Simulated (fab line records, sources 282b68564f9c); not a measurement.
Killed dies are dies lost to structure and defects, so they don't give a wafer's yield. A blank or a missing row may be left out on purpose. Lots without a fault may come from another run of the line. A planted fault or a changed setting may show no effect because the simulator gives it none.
Which tool did it? | flow rit_cmos | 14 lots, 42 wafers sampled, at 4 steps of a route of 202

WHAT THE GAUGES READ, wafer by wafer
RIT_NWELL_OVL_MEAS_06.
lot  | measured    | on         | NWELL_OVL (nm)
L998 | day 2 01:18 | overlay-02 | 1.3 1.8 2.8
L999 | day 2 04:47 | overlay-02 | -0.6 0.3 0.5
L100 | day 2 07:35 | overlay-02 | 1.0 -0.6 -0.8
L101 | day 2 14:05 | overlay-01 | 0.3 -1.8 -0.9
L102 | day 2 18:09 | overlay-02 | -1.5 0.2 0.1
L103 | day 2 22:52 | overlay-02 | 1.5 0.8 2.8
L105 | day 3 09:09 | overlay-02 | 2.4 0.8 1.9
L108 | day 3 23:49 | overlay-01 | 2.6 0.5 -0.6
L111 | day 4 16:17 | overlay-01 | 0.5 -0.8 0.0
L112 | day 4 21:04 | overlay-01 | 0.3 -0.3 -1.2
L116 | day 5 16:59 | overlay-01 | -1.5 -0.9 -1.6
L119 | day 6 09:41 | overlay-02 | 0.0 0.0 0.1
L120 | day 6 12:01 | overlay-02 | 3.4 1.3 -0.3
L121 | day 6 16:56 | overlay-02 | 0.3 0.8 0.6

RIT_GATE_THK_MEAS_07.
lot  | measured    | on            | GATE_OXIDE_THK (nm)
L998 | day 2 15:47 | film_metro-04 | 2.99 3.07 3.07
L999 | day 2 18:36 | film_metro-01 | 3.03 3.03 3.00
L100 | day 2 21:07 | film_metro-01 | 2.93 2.86 2.92
L101 | day 3 05:27 | film_metro-01 | 3.02 3.07 2.93
L102 | day 3 07:31 | film_metro-04 | 3.03 3.01 2.92
L103 | day 3 15:09 | film_metro-02 | 3.07 3.08 3.05
L105 | day 3 22:31 | film_metro-01 | 3.04 3.09 2.98
L108 | day 4 17:57 | film_metro-01 | 3.02 2.94 2.90
L111 | day 5 09:33 | film_metro-01 | 3.04 3.07 3.01
L112 | day 5 13:19 | film_metro-01 | 3.12 2.99 3.00
L116 | day 6 11:23 | film_metro-04 | 5.06 5.12 5.08
L119 | day 7 01:36 | film_metro-02 | 4.95 5.05 5.00
L120 | day 7 01:34 | film_metro-04 | 3.11 3.12 3.07
L121 | day 7 09:47 | film_metro-01 | 3.01 3.01 3.01

WHICH TOOL RAN EACH LOT (tool, then ch and the chambers of the sampled wafers, then the start)
lot  | RIT_PRETRO_STRIP_09                 | RIT_GATE_OXIDATION_05
L998 | plasma_asher-02 ch 0,1, day 2 12:38 | furnace-01 ch 0, day 2 14:27
L999 | plasma_asher-02 ch 0,1, day 2 16:34 | furnace-04 ch 0, day 2 17:17
L100 | plasma_asher-02 ch 0,1, day 2 18:42 | furnace-04 ch 0, day 2 19:25
L101 | plasma_asher-02 ch 0,1, day 3 00:59 | furnace-01 ch 0, day 3 02:11
L102 | plasma_asher-04 ch 1, day 3 05:26   | furnace-04 ch 0, day 3 06:09
L103 | plasma_asher-02 ch 0,1, day 3 10:37 | furnace-04 ch 0, day 3 11:28
L105 | plasma_asher-02 ch 0,1, day 3 20:32 | furnace-03 ch 0, day 3 21:11
L108 | plasma_asher-03 ch 0,1, day 4 13:22 | furnace-03 ch 0, day 4 15:55
L111 | plasma_asher-03 ch 0,1, day 5 03:58 | furnace-03 ch 0, day 5 07:03
L112 | plasma_asher-03 ch 1, day 5 08:32   | furnace-03 ch 0, day 5 10:40
L116 | plasma_asher-03 ch 0,1, day 6 06:02 | furnace-01 ch 0, day 6 07:49
L119 | plasma_asher-02 ch 1, day 6 21:23   | furnace-03 ch 0, day 6 22:53
L120 | plasma_asher-02 ch 0,1, day 6 23:23 | furnace-03 ch 0, day 7 00:12
L121 | plasma_asher-03 ch 0, day 7 04:34   | furnace-03 ch 0, day 7 06:31
- RIT_PRETRO_STRIP_09: strips in O2, time 180 s.
- RIT_GATE_OXIDATION_05: target thk 3 nm, ox time 270 s.

WHAT THE TOOLS THEMSELVES READ (means of the sampled wafers that have a number; where no wafer has one, the mark that the record gives instead)
RIT_PRETRO_STRIP_09.
lot  | tool            | drypump_motor_current_A (A)
L998 | plasma_asher-02 | 5.47
L999 | plasma_asher-02 | 5.44
L100 | plasma_asher-02 | 5.47
L101 | plasma_asher-02 | 5.46
L102 | plasma_asher-04 | 6.09
L103 | plasma_asher-02 | 5.46
L105 | plasma_asher-02 | 5.47
L108 | plasma_asher-03 | 5.60
L111 | plasma_asher-03 | 5.62
L112 | plasma_asher-03 | 5.56
L116 | plasma_asher-03 | 5.62
L119 | plasma_asher-02 | 5.47
L120 | plasma_asher-02 | 5.48
L121 | plasma_asher-03 | 5.65

THE ANSWER, worked out from the rows above alone
Rule: what is usual is taken from the lots themselves. Put in order of their means at a reading, lots are off if they are a third of the lots or fewer, leave a main group of 4 or more, and stand apart from it by a gap of 3 or more times the standard deviation of the main group's means; of several such gaps the widest counts. A main group whose means are all the same, to the digits that the tables above print for the reading, isn't used. A lot without any number at a reading at which 4 lots or more have one is off too. The other lots that the step has rows for count as sound. The gauges are gone through in route order, then the tools' own readings, and for those a lot's mean is taken as printed above. The first step at which some lot is off is used, and at that step the reading that is off furthest; a lot without a number counts as furthest.
Off: L116, L119, at RIT_GATE_THK_MEAS_07 (GATE_OXIDE_THK). The main group: mean 3.02 nm, standard deviation 0.05.
A tool fits if, at a process step before that reading, it ran every lot that is off, and no sound lot after the first of them. The gauges at RIT_GATE_THK_MEAS_07 are tried like those tools. None of those tried fits.

WHAT THE SIMULATOR HAD PUT IN
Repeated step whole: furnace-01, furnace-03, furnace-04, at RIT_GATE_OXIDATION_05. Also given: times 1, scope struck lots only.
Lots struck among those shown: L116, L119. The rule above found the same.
